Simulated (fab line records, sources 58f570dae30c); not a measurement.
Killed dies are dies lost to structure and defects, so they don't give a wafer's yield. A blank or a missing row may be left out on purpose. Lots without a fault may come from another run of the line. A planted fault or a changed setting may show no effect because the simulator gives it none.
fab line records | flow berkeley_cmos170
record lots=7 wafers=21 last_day=12
route steps=331 shown CONTACT@216
lots that met no fault: from a run of the same line without faults
start_h: hours from the record's first day to the start of the lot's first wafer shown | wait_h: hours since the lot's step before | " the same as in the row above | L1.1+2: a row that stands for several wafers | - no value, or no start given | * or withheld: withheld | < > ~ a bound
route shown NAME@n: a module of which the file shows steps, and the number in the route of the first | usual: mean/standard deviation of fault-free wafers | same: alike in all rows | chamber/n: place in a boat | sites: the reading at each site | _std_site: their standard deviation | _edge_site: outer sites' mean less inner sites' | radius_mm: how far each site lies from the wafer's centre | mask NAME#n: copy n | behind: the tool/chamber that last shaped the wafer | hold: why the lot was held/for how many hours/how that ended | device: the transistor (n, p or np) that didn't switch | end of line: the same wafers' tests at the end of the route | a step without rows: its recipe alone | killed: dies lost to structure and defects at the first sort, not the wafer's yield | map: a wafer's dies, x killed, . not, _ none there
set.NAME: the setting as run; set.NAME@STEP: as run at that earlier step | model.NAME: the simulator's own value behind a step, which no gauge read
lots at some steps of the route; a table a step, a row a wafer
services: from which hour (start_h, from the record's first day; less than 0 if before it) a tool's chamber was out of use, for how many hours, and why
## steps
# step UCB170_CONTACT_CLEAN_00
# recipe chemistry=SPM temp_c=120 time_s=600
# step UCB170_CONTACT_CVD_01
# recipe material=PSG target_thk_nm=700 temp_c=450 precursor=SiH4/O2/PH3 time_s=2820 pressure_mtorr=300 sih4_flow_sccm=60 o2_flow_sccm=90 ph3_flow_sccm=25
# step UCB170_CONTACT_THK_MEAS_02
# recipe reads=PSG_of_CONTACT_CVD_01
# usual CONTACT_PSG_THK=698/6.4
# columns lot.wafer tool chamber start_h wait_h CONTACT_PSG_THK[nm]
L725.1 film_metro-02 - 200.89 0.0 689
L725.2 " - " " 693
L725.4 " - " " 692
L723.1 film_metro-02 - 200.95 0.1 700
L723.2 " - " " 709
L723.4 " - " " 701
L740.1 film_metro-03 - 265.92 0.1 700
L740.4 " - " " 704
L740.6 " - " " 700
L742.2 film_metro-03 - 267.15 0.0 700
L742.3 " - " " 701
L742.6 " - " " 697
L741.1 film_metro-02 - 268.92 0.0 704
L741.2 " - " " 699
L741.4 " - " " 701
L744.1 film_metro-03 - 268.92 0.0 705
L744.2 " - " " 707
L744.5 " - " " 704
L739.2 film_metro-04 - 268.93 0.0 687
L739.5 " - " " 697
L739.6 " - " " 692
# step UCB170_CONTACT_HMDS_03
# recipe prime_time_s=60 prime_temp_c=100
# step UCB170_CONTACT_COAT_04
# recipe resist=KrF spin_rpm=1500 resist_thk_nm=900
# step UCB170_CONTACT_SOFTBAKE_05
# recipe resist=KrF temp_c=130 time_s=60
# step UCB170_CONTACT_STRIP_06
# recipe chemistry=O2 power_w=400 pressure_mtorr=3500 platen_temp_c=withheld o2_flow_sccm=400 overash_fraction=0.5
# usual drypump_motor_current_A=5.58/0.3 oes_product_au=0.735/0.0045 strip_time_to_endpoint_s=21.97/0.062
# columns lot.wafer tool chamber start_h wait_h drypump_motor_current_A oes_product_au rf_hours_counter_h strip_time_to_endpoint_s
L725.1 plasma_asher-03 0 201.40 0.1 5.28 0.730 45 21.89
L725.2 " 1 " " 5.40 0.745 45 21.95
L725.4 " 0 " " 5.27 0.738 - 21.85
L723.1 plasma_asher-01 0 201.85 0.1 6.06 0.741 8 21.95
L723.2 " 1 " " 5.99 0.739 8 21.96
L723.4 " 1 " " 5.98 0.738 - 21.99
L740.1 plasma_asher-03 1 266.43 0.1 5.44 0.733 53 21.98
L740.4 " 1 " " 5.41 0.740 - 21.98
L740.6 " 1 " " 5.43 0.729 - 21.94
L742.2 plasma_asher-01 1 267.65 0.1 5.97 0.738 16 21.89
L742.3 " 1 " " 5.95 0.737 - 22.02
L742.6 " 0 " " 6.08 0.731 - 21.88
L741.1 plasma_asher-01 0 269.52 0.1 6.06 0.731 16 21.94
L741.2 " 1 " " 5.98 0.741 16 21.98
L741.4 " 0 " " 6.05 0.732 - 21.92
L744.1 plasma_asher-04 0 269.68 0.1 5.60 0.741 57 22.02
L744.2 " 1 " " 5.32 0.730 57 22.03
L744.5 " 1 " " 5.30 0.731 - 22.11
L739.2 plasma_asher-01 1 269.72 0.1 6.00 0.735 17 21.93
L739.5 " 1 " " 6.02 0.736 - 21.95
L739.6 " 0 " " 6.06 0.740 - 21.92
# step UCB170_CONTACT_CLEAN_07
# recipe chemistry=SPM temp_c=120 time_s=600
# step UCB170_CONTACT_RTA_08
# recipe temp_c=900 time_s=10 ambient=N2
# usual lamp_power_pct=23.5/0.51 wafer_temp_C_max=903.4/1.1
# columns lot.wafer tool chamber start_h wait_h lamp_power_pct wafer_temp_C_max
L725.1 rtp_anneal-01 0 201.82 0.0 24.1 901.9
L725.2 " 0 " " 24.1 902.4
L725.4 " 0 " " 24.1 902.2
L723.1 rtp_anneal-01 0 202.12 0.0 24.1 902.1
L723.2 " 0 " " 24.1 902.5
L723.4 " 0 " " 24.1 902.7
L740.1 rtp_anneal-01 0 266.84 0.0 24.0 902.6
L740.4 " 0 " " 24.1 902.0
L740.6 " 0 " " 24.1 902.6
L742.2 rtp_anneal-01 0 267.93 0.0 24.1 901.3
L742.3 " 0 " " 24.1 902.6
L742.6 " 0 " " 24.1 902.4
L741.1 rtp_anneal-02 0 269.80 0.0 23.1 905.1
L741.2 " 0 " " 23.1 904.9
L741.4 " 0 " " 23.1 903.7
L744.1 rtp_anneal-01 0 270.07 0.0 24.1 902.4
L744.2 " 0 " " 24.1 901.5
L744.5 " 0 " " 24.1 902.2
L739.2 rtp_anneal-02 0 270.08 0.0 23.1 903.8
L739.5 " 0 " " 23.1 903.8
L739.6 " 0 " " 23.1 903.2
# step UCB170_CONTACT_COAT_09
# recipe resist=BARC temp_c=withheld time_s=withheld spin_rpm=3000 resist_thk_nm=withheld
# step UCB170_CONTACT_COAT_10
# recipe resist=KrF spin_rpm=1500 resist_thk_nm=900
# step UCB170_CONTACT_SOFTBAKE_11
# recipe resist=KrF temp_c=130 time_s=60
# step UCB170_CONTACT_EXPOSE_12
# recipe mask_id=CONT target_cd_nm=700 na=0.5 sigma_outer=0.6 source_shape=conventional dose_mj=35
# usual exposure_dose_mJ_cm2=34.99/0.036 focus_offset_nm=0.0/0.56 na=0.5/0 reticle_temp_C=23.00/0.11
# columns lot.wafer tool chamber start_h wait_h mask exposure_dose_mJ_cm2 focus_offset_nm na reticle_temp_C
L725.1 krf_scanner-02 0 202.99 - CONT#0 35.03 0.2 0.5 23.05
L725.2 " 0 " " CONT#0 35.04 -0.5 0.5 22.97
L725.4 " 0 " " CONT#0 35.01 -0.7 0.5 22.92
L723.1 krf_scanner-01 0 203.35 - CONT#0 35.03 0.5 0.5 22.79
L723.2 " 0 " " CONT#0 35.04 -0.5 0.5 22.97
L723.4 " 0 " " CONT#0 35.02 -0.3 0.5 23.04
L740.1 krf_scanner-02 0 267.35 - CONT#0 34.97 0.2 0.5 23.13
L740.4 " 0 " " CONT#0 34.99 -0.5 0.5 23.08
L740.6 " 0 " " CONT#0 34.99 -0.1 0.5 23.12
L742.2 krf_scanner-02 - 268.83 - CONT#0 - - - -
L742.3 " - " " CONT#0 - - - -
L742.6 " - " " CONT#0 - - - -
L741.1 krf_scanner-02 - 270.37 - CONT#0 - - - -
L741.2 " - " " CONT#0 - - - -
L741.4 " - " " CONT#0 - - - -
L744.1 krf_scanner-01 0 270.89 - CONT#0 34.97 0.1 0.5 23.15
L744.2 " 0 " " CONT#0 35.00 0.4 0.5 22.90
L744.5 " 0 " " CONT#0 34.95 -0.3 0.5 22.97
L739.2 krf_scanner-01 - 271.03 - CONT#0 - - - -
L739.5 " - " " CONT#0 - - - -
L739.6 " - " " CONT#0 - - - -
# step UCB170_CONTACT_PEB_13
# recipe peb_temp_c=130 peb_time_s=withheld resist=KrF
## services
# columns tool chamber start_h hours kind
plasma_asher-01 - 188.59 13.1 pm
krf_scanner-02 - 203.82 1.3 pm
krf_scanner-01 - 234.50 1.0 pm
krf_scanner-02 - 237.17 1.5 repair
rtp_anneal-02 - 256.20 5.2 pm
## key
first_sign step=UCB170_CONTACT_EXPOSE_12 reading=tool_record direction=missing
effect none on later readings
met_at UCB170_CONTACT_EXPOSE_12
struck_wafers L739.2,L739.5,L739.6,L741.1,L741.2,L741.4,L742.2,L742.3,L742.6
later_rows_left_out L739.2,L739.5,L739.6,L741.1,L741.2,L741.4,L742.2,L742.3,L742.6
sort_left_out L739.2,L739.5,L739.6,L741.1,L741.2,L741.4,L742.2,L742.3,L742.6
tester_left_out L739,L741,L742
onset_between 267.35 268.83
fault kind=skipped_step_whole tool=krf_scanner-01,krf_scanner-02 chamber=- onset_h=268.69 steps=UCB170_CONTACT_EXPOSE_12 scope=struck_lots_only
# tester_left_out: of these lots the tester's yield and bins aren't shown, on N5 and GAA mostly nor the transistor test; their killed dies are dies lost to structure and defects alone, not to doping, threshold or leakage, so they don't give the yield
# sort_left_out: the simulated sort isn't trusted on such a fault, so these wafers' sort isn't shown, and their yield isn't known
# later_rows_left_out: the simulator's readings of these wafers behind a module that went badly wrong aren't trusted and aren't shown, but for the sort
